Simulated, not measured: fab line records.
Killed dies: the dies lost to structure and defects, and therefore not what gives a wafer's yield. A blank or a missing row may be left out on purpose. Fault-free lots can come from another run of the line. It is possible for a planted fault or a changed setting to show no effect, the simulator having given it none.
Shared-tool check ; flow berkeleyCmos170 ; Sample size 14 lots and 42 wafers

== WHY IT WAS OPENED ==
Of 14 lots, 2 have the reading NWELL_TW flagged at UCB170_NWELL_TW_MEAS_16. Wafers without a fault read 1254, standard deviation 12.
Rule: flag the lot when none of its wafers has a number, or when each of its wafers that has one lies beyond 4 standard deviations from that mean. All remaining lots are regarded as sound.

lot;measured;on;NWELL_TW, wafer by wafer;flag
L574;day 2 11:08;filmMetro-02;1247 1243 1240;
L575;day 2 19:14;filmMetro-04;1272 1268 1269;
L576;day 2 19:31;filmMetro-02;1248 1236 1241;
L577;day 3 06:44;filmMetro-02;1242 1249 1244;
L579;day 3 21:13;filmMetro-04;1275 1264 1273;
L578;day 3 21:33;filmMetro-02;1250 1244 1238;
L583;day 4 15:31;filmMetro-01;1260 1260 1264;
L582;day 4 15:47;filmMetro-04;1167 1165 1169;FLAGGED
L585;day 4 18:23;filmMetro-02;1146 1142 1141;FLAGGED
L590;day 5 23:44;filmMetro-01;1267 1258 1265;
L592;day 6 03:37;filmMetro-02;1242 1245 1243;
L594;day 6 18:38;filmMetro-01;1264 1271 1257;
L596;day 7 07:55;filmMetro-02;1255 1247 1240;
L597;day 7 11:49;filmMetro-01;1253 1253 1259;
The numbers of the flagged lots are 1155 on average: -99 against the usual, or -8 standard deviations.

== TOOL THAT RAN EACH LOT ==
The record keeps 1 process step preceding the reading, out of 331 steps on the route. In each cell: the tool, then ch and the chambers that the sampled wafers went through, then the start.
lot;flag;UCB170_NWELL_IMPLANT_14
L574;;implanter-02 ch 0, day 2 10:50
L575;;implanter-01 ch 0, day 2 19:00
L576;;implanter-03 ch 0, day 2 19:17
L577;;implanter-02 ch 0, day 3 06:29
L579;;implanter-03 ch 0, day 3 20:58
L578;;implanter-02 ch 0, day 3 21:19
L583;;implanter-02 ch 0, day 4 15:16
L582;FLAGGED;implanter-03 ch 0, day 4 15:33
L585;FLAGGED;implanter-03 ch 0, day 4 18:10
L590;;implanter-01 ch 0, day 5 23:29
L592;;implanter-01 ch 0, day 6 03:22
L594;;implanter-02 ch 0, day 6 18:25
L596;;implanter-02 ch 0, day 7 07:41
L597;;implanter-01 ch 0, day 7 11:35
What these steps do:
- UCB170_NWELL_IMPLANT_14
- UCB170_NWELL_TW_MEAS_16

== FLAGGED AGAINST TOTAL, ONE TOOL AT A TIME (gauges that did the reading follow at the end) ==
step;tool;lots run;flagged;share of the flagged lots;sound lots run after its first flagged lot
UCB170_NWELL_IMPLANT_14;implanter-01;4;0;none;-
UCB170_NWELL_IMPLANT_14;implanter-02;6;0;none;-
UCB170_NWELL_IMPLANT_14;implanter-03;4;2;all;0
UCB170_NWELL_TW_MEAS_16;filmMetro-01;4;0;none;-
UCB170_NWELL_TW_MEAS_16;filmMetro-02;7;1;some;2 (L592,L596)
UCB170_NWELL_TW_MEAS_16;filmMetro-04;3;1;some;0

== THE TABLE: WHAT IT ALLOWS ==
All flagged lots share 1 row of the table, namely implanter-03 at UCB170_NWELL_IMPLANT_14.
- implanter-03 at UCB170_NWELL_IMPLANT_14 ran 4 lots, 2 of them flagged. It ran its last sound lot, L579, at day 3 20:58 and its first flagged lot, L582, at day 4 15:33: a fault with its onset between the two fits. Its own readings lie more than 4 standard deviations out on every wafer of the flagged lots: beamOnS, faradayCurrentUA.
implanter-03 at UCB170_NWELL_IMPLANT_14 is the single tool remaining.

== WHAT THE SIMULATOR HAD PUT IN ==
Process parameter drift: implanter-03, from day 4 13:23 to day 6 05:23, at UCB170_NWELL_IMPLANT_14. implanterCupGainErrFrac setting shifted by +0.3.
Lots struck among those shown: L582, L585. This agrees with what the rule above found.
